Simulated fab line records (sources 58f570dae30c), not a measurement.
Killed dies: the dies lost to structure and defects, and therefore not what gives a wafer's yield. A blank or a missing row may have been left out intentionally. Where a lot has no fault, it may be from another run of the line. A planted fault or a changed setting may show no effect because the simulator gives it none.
Problem report, 8D (eight disciplines) form, completed by code	flow berkeley_cmos170	the parts of the form that need people (team, actions taken, sign-off) are left out

== 1. WHAT WENT WRONG ==
beam_energy_keV at UCB170_PFIELD_IMPLANT_07 reads a mean of 81.025 on 6 wafers of 2 lots; wafers without a fault read 79.997 with a standard deviation of 0.023. Measured from the usual mean, that is +45 standard deviations.
Seen first at day 7 06:22 on implanter-02, wafer L373.1. At this step, 42 wafers from 14 lots have a number in the record. By rule, "out" or "out of limits" means more than 4 standard deviations away from the usual mean. All remaining wafers that have a number are taken as sound.

== 2. WHAT IT IS; WHAT IT IS NOT ==
question	is	is not
which readings at this step	beam_energy_keV	end_station_pressure_torr
which lots	L373, L376	L362, L364, L366, L367, L370, L377, L378, L379, L381, L382, L384, L385
which wafers of those lots	all that have a number	-
read on which tools	implanter-02	implanter-01, implanter-04
when	from day 7 06:22	up to then (15 sound wafers); but 21 sound wafers of L377, L378, L379, L381, L382, L384, L385 came after

== 3. THE SUSPECTS, EACH WITH WHAT RULES IT OUT ==
Counting: a tool at a process step up to the reading stays a suspect if it ran every lot that is out and no sound lot after the first of them.
- implanter-02 at UCB170_PFIELD_IMPLANT_07: kept. Every lot that is out went through it, starting with L373 (day 7 06:22), and after that it ran no sound lot; the last sound lot it ran before then is L364 (day 4 21:11). On those wafers its own readings are out: beam_energy_keV.
Remaining after the count: implanter-02 at UCB170_PFIELD_IMPLANT_07.

== 4. THE CAUSE (what the simulator had put in) ==
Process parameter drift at UCB170_PFIELD_IMPLANT_07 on implanter-02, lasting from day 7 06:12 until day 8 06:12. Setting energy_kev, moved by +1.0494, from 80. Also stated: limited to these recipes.
The count eliminated every tool but this one.

== 5. SEQUENCE OF EFFECTS, ordered by route ==
Rows list readings where the struck wafers' mean (over those with a number) sits beyond 3 standard deviations from the usual. Readings are gone through only where the record gives a usual standard deviation; hours: the median, over the lots, of the time from a lot's start at the first step in this table giving one to that lot's start at this step; sigmas: the change measured in usual standard deviations.
hours	step	reading	usual	on struck wafers	change	sigmas
0	UCB170_PFIELD_IMPLANT_07	beam_energy_keV	79.997	81.025	+1.028	+45
The process steps in it:
- UCB170_PFIELD_IMPLANT_07
At these later measuring or inspecting steps, every struck wafer for which the step has a row has a number for every such reading, and none has moved that far: UCB170_GATE_THK_MEAS_05.

== 6. WHAT WOULD HAVE CAUGHT IT SOONER ==
In this record no reading fell out of limits until day 7 06:22, 0 hours after the fault had begun at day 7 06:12.
